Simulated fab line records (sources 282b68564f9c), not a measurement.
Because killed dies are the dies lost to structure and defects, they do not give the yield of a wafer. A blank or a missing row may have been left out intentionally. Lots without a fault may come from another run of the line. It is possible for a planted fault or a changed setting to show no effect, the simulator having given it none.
Comparing a struck lot with a sound one :: flow ritCmos :: 30 out of 202 route steps
Sound: the wafers L714.1, L714.5, L714.6. Struck: wafers L715.3, L715.4 (left out: L715.5, a lot-mate that was not struck); the cause follows at the end.
Each step with rows lists, per side, the tool, then ch with its chambers, then its first start. Under that, the readings that differ: sound wafers :: struck wafers :: difference of the means :: sigmas: that difference in standard deviations of wafers without a fault.
alike: same words and numbers on both sides, and readings whose means sit less than 2 such deviations apart. not compared: any withheld reading, any reading some wafer has no value for, any bound like >300 that may hide the same value, and any number with overlapping values for which the record gives no deviation.
The two part at a step that has a row with sigmas, a row that says differs or no value, or rows on one side only. When numbers do not overlap yet have no deviation, they are printed without sigmas and do not part them. A reading that every wafer of one side lacks parts them only if that side has two wafers or more.

first, 6 steps without rows for these wafers: RIT_SDANNEAL_RTA_03 (time 5 s); RIT_SILICIDE_WET_ETCH_00 (etches SiO2 in BOE, target depth 14 nm, time 15 s); RIT_SILICIDE_SPUTTER_01 (material Ti, target thk 30 nm, time 240 s); RIT_SILICIDE_RTA_04 (time 10 s, ramp up 5 s, ramp down 5 s); RIT_SILICIDE_WET_ETCH_05 (etches Ti in SPM, time 120 s); RIT_SILICIDE_RTA_06 (time 10 s, ramp up 5 s, ramp down 10 s).
RIT_CONTACT_CVD_00: deposits SiO2 from TEOS, target thk 400 nm, time 61 s.
  sound on pecvd-01 ch 0,1,2, day 6 10:47; struck on pecvd-02 ch 1, day 6 16:52
reading: model.SiO2_of_CONTACT_CVD_00.thkNm (nm)
sound: 399.8 405.3 404.5
struck: 265.3 266.2
difference: -137.4
sigmas: 
  alike: heaterPowerW, rfFwdPowerW
RIT_CONTACT_THK_MEAS_01:
  struck on filmMetro-02, day 6 16:56; sound on filmMetro-01, day 6 10:50
reading: CONTACT_TEOS_THK (nm)
sound: 399 405 405
struck: 265 266
difference: -138
sigmas: -29
then, 7 steps without rows for these wafers: RIT_CONTACT_HMDS_02 (prime time 60 s); RIT_CONTACT_COAT_03 (resist thk 1000 nm); RIT_CONTACT_SOFTBAKE_04 (time 60 s); RIT_CONTACT_EXPOSE_05 (exposes mask M11, target cd 1000 nm); RIT_CONTACT_PEB_06; RIT_CONTACT_DEVELOP_07 (develop time 120 s); RIT_CONTACT_HARDBAKE_10 (time 60 s).
RIT_CONTACT_ETCH_11: etches SiO2 in CHF3/CF4/Ar, stops on TiSi2, target depth 480 nm, time 320 s.
  sound on rieDiel-02 ch 0,1, day 6 12:10; struck on rieDiel-02 ch 0,3, day 6 18:14
reading: model.CONTACT.featureDepthNm (nm)
sound: 399.8 405.3 404.5
struck: 265.3 266.2
difference: -137.4
sigmas: 

reading: model.etch.depthNm (nm)
sound: 399.8 405.3 404.5
struck: 265.3 266.2
difference: -137.4
sigmas: 
  alike: CHF3_flow_sccm, chamberPressureMTorr, drypumpMotorCurrentA, oesProductAu, rfFwdPowerW, throttleValvePct
  not compared: rfHoursCounterH
then, 11 steps without rows for these wafers: RIT_CONTACT_STRIP_12 (strips in O2, time 180 s); RIT_CONTACT_CLEAN_13 (cleans in SC1, time 600 s); RIT_CONTACT_CLEAN_14 (cleans in SC2, time 600 s); RIT_M1_SPUTTER_00 (material Al, target thk 400 nm, time 500 s); RIT_M1_HMDS_03 (prime time 60 s); RIT_M1_COAT_04 (resist thk 1300 nm); RIT_M1_SOFTBAKE_05 (time 60 s); RIT_M1_EXPOSE_06 (exposes mask M12, target cd 2600 nm); RIT_M1_PEB_07; RIT_M1_DEVELOP_08 (develop time 68 s); RIT_M1_HARDBAKE_11 (time 120 s).
RIT_M1_METAL_ETCH_12: etches Al in Cl2/BCl3, stops on SiO2, time 165 s, target depth 600 nm.
  sound on rieMetal-04 ch 0,1, day 6 15:02; struck on rieMetal-03 ch 0,1, day 6 21:02
reading: model.SiO2_of_CONTACT_CVD_00.thkNm (nm)
sound: 362.8 368.3 368.1
struck: 229.8 228.8
difference: -137.1
sigmas: 
  alike: chamberPressureMTorr, drypumpMotorCurrentA, oesProductAu, rfFwdPowerW, throttleValvePct
  not compared: rfHoursCounterH
then, 1 step without rows for these wafers: RIT_M1_STRIP_13 (strips in nmp, time 600 s).
RIT_M1_PROBE_99:
  struck on prober-02, day 6 23:20; sound on prober-01, day 6 17:17
reading: model.etest.fieldPMetal.vtV (V)
sound: -29.14 -29.6 -29.47
struck: -23.1 -23.05
difference: +6.3
sigmas: 

reading: model.etest.nmos_0p15.junctionLog10AUm
sound: -13.61 -13.54 -13.63
struck: -12.21 -12.3
difference: +1.34
sigmas: 

reading: model.etest.nmosNarrow.offLog10AUm
sound: -13.29 -13.24 -13.18
struck: -12.16 -12.27
difference: +1.02
sigmas: 

reading: model.etest.nmos_0p3.offLog10AUm
sound: -12.97 -13.23 -13.11
struck: -12.18 -12.25
difference: +0.89
sigmas: 

reading: model.etest.gateEndArray.leakLog10AUm
sound: -12.77 -13.14 -12.96
struck: -12.02 -12.08
difference: +0.91
sigmas: 

reading: model.etest.pmos_0p15.junctionLog10AUm
sound: -13.74 -13.75 -13.68
struck: -13.16 -13.22
difference: +0.53
sigmas: 

reading: model.etest.contactDiodeArray.leakLog10A (angstrom)
sound: -9.114 -9.558 -9.348
struck: -8.889 -8.754
difference: +0.518
sigmas: 

reading: model.etest.antennaContact.vtShiftV (V)
sound: -0.0093 -0.01003 -0.007618
struck: -0.03111 -0.02941
difference: -0.02128
sigmas: 
  alike: killedAtContacts, killedAtFrontEnd, killedDies, killedOpen, killedShort

WHERE THEY PART
Only at RIT_CONTACT_THK_MEAS_01, within this record. Later steps at which nothing parts them and some readings are alike: RIT_CONTACT_ETCH_11, RIT_M1_METAL_ETCH_12, RIT_M1_PROBE_99.

WHY: whatever the simulator had introduced
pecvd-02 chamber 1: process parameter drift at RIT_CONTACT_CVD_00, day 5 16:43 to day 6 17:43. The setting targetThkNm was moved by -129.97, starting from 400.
